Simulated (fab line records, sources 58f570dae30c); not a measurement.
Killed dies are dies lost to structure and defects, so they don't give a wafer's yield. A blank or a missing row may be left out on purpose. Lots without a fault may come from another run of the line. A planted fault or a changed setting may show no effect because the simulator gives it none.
Split-lot experiment | flow berkeley_cmos170 | 5 lots, 23 wafers read, on a route of 331 steps

THE SPLIT
At UCB170_ACTIVE_PEB_11, the setting peb_temp_c was moved away from the recipe's 130 C on 9 of the 23 wafers read, by -2.5% to +2.8%. The other wafers ran this setting at the recipe's value.

FROM THE SPLIT TO THE READING: what the file shows between them, 4 steps
- UCB170_ACTIVE_DEVELOP_12: develop time 45 s
- UCB170_ACTIVE_CD_MEAS_13: target cd 1200 nm
- UCB170_ACTIVE_ETCH_15: etches Si3N4 in CH3F/Ar/O2, stops on SiO2, target depth 242 nm, time 151 s
- UCB170_ACTIVE_STRIP_16: strips in O2

THE READING
cd_nm, in nm, at UCB170_ACTIVE_CD_MEAS_90 (target cd 1200 nm). Fault-free wafers of this fab line usually give 1199.4 nm, standard deviation 1.7 nm.

wafer  | tool, chamber at the split | peb_temp_c as run, C | against the recipe | cd_nm, nm | against lot-mates on the recipe
L074.1 | litho_track-04, 0          | 130                  | recipe             | 1201.1    | -
L074.2 | litho_track-04, 0          | 130                  | recipe             | 1199.5    | -
L074.3 | litho_track-04, 0          | 130                  | recipe             | 1199.5    | -
L074.5 | litho_track-04, 0          | 132.3                | +1.8%              | 1185.5    | -14.5
L074.6 | litho_track-04, 0          | 132.3                | +1.8%              | 1186.1    | -13.9
L075.1 | litho_track-02, 0          | 126.7                | -2.5%              | 1225.4    | +26.2
L075.2 | litho_track-02, 0          | 130                  | recipe             | 1197.8    | -
L075.4 | litho_track-02, 0          | 126.7                | -2.5%              | 1223.9    | +24.8
L075.5 | litho_track-02, 0          | 126.7                | -2.5%              | 1223.3    | +24.1
L075.6 | litho_track-02, 0          | 130                  | recipe             | 1200.5    | -
L079.2 | litho_track-03, 0          | 130                  | recipe             | 1197.1    | -
L079.3 | litho_track-03, 0          | 130                  | recipe             | 1197.3    | -
L079.4 | litho_track-03, 0          | 130                  | recipe             | 1196.8    | -
L081.1 | litho_track-04, 0          | 130                  | recipe             | 1200.7    | -
L081.2 | litho_track-04, 0          | 130                  | recipe             | 1202.6    | -
L081.3 | litho_track-04, 0          | 133.7                | +2.8%              | 1177.2    | -23.9
L081.4 | litho_track-04, 0          | 130                  | recipe             | 1200.1    | -
L081.6 | litho_track-04, 0          | 133.7                | +2.8%              | 1180.4    | -20.7
L082.1 | litho_track-02, 0          | 127.9                | -1.6%              | 1214.9    | +14.7
L082.2 | litho_track-02, 0          | 127.9                | -1.6%              | 1215.9    | +15.7
L082.3 | litho_track-02, 0          | 130                  | recipe             | 1200.8    | -
L082.4 | litho_track-02, 0          | 130                  | recipe             | 1199.6    | -
L082.6 | litho_track-02, 0          | 130                  | recipe             | 1200.2    | -

THE FIT
A straight line over all 23 wafers: cd_nm changes by -8.6 nm for each +1% of peb_temp_c; r = -0.99; the points scatter about the line by 2 nm.
The same after taking each lot's own level away (the mean of its wafers on the recipe; 23 wafers): -8.85 nm for each +1%; r = -0.99; scatter 1.5 nm.
On that fit, the largest move of peb_temp_c shifts the reading by 25 nm.
The lots' own levels span 1197.07 to 1201.13 nm, that is 2.4 times the standard deviation above.
So the lot-to-lot level changes the slope little: the two slopes agree.
Check: with one of the wafers moved furthest among these (+2.8%) left out of the fit, the line predicts -24.5 nm for it against its lot-mates. It came out at -23.9 nm against them.

OTHER SPLITS ON THESE WAFERS
These wafers also went through other splits before the reading. Each is held against what the fit with the lots' levels taken away leaves over:
other split on the same wafers      | wafers away from the commonest value | r with cd_nm (lot level and that fit taken away)
UCB170_START_OXIDATION_02 ox_time_s | 15                                   | +0.31
UCB170_ZERO_COAT_01 spin_rpm        | 8                                    | -0.11
UCB170_NWELL_IMPLANT_14 energy_kev  | 6                                    | -0.05

THE WHOLE CHAIN: every reading that the file lists as answering this split, in the file's order
step                     | what it does                                                               | reading                                                       | change (the file's fit)              | r (the file's)
UCB170_ACTIVE_CD_MEAS_13 | target cd 1200 nm                                                          | cd_nm                                                         | -8.73 nm for each +1% of the setting | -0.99
UCB170_ACTIVE_ETCH_15    | etches Si3N4 in CH3F/Ar/O2, stops on SiO2, target depth 242 nm, time 151 s | ACTIVE.cd_nm (the simulator's own value, which no gauge read) | -8.71 nm for each +1% of the setting | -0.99
UCB170_ACTIVE_CD_MEAS_90 | target cd 1200 nm                                                          | cd_nm                                                         | -8.73 nm for each +1% of the setting | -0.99

THE FILE'S OWN FIT
cd_nm changes by -8.73 nm for each +1% of peb_temp_c, r = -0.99.
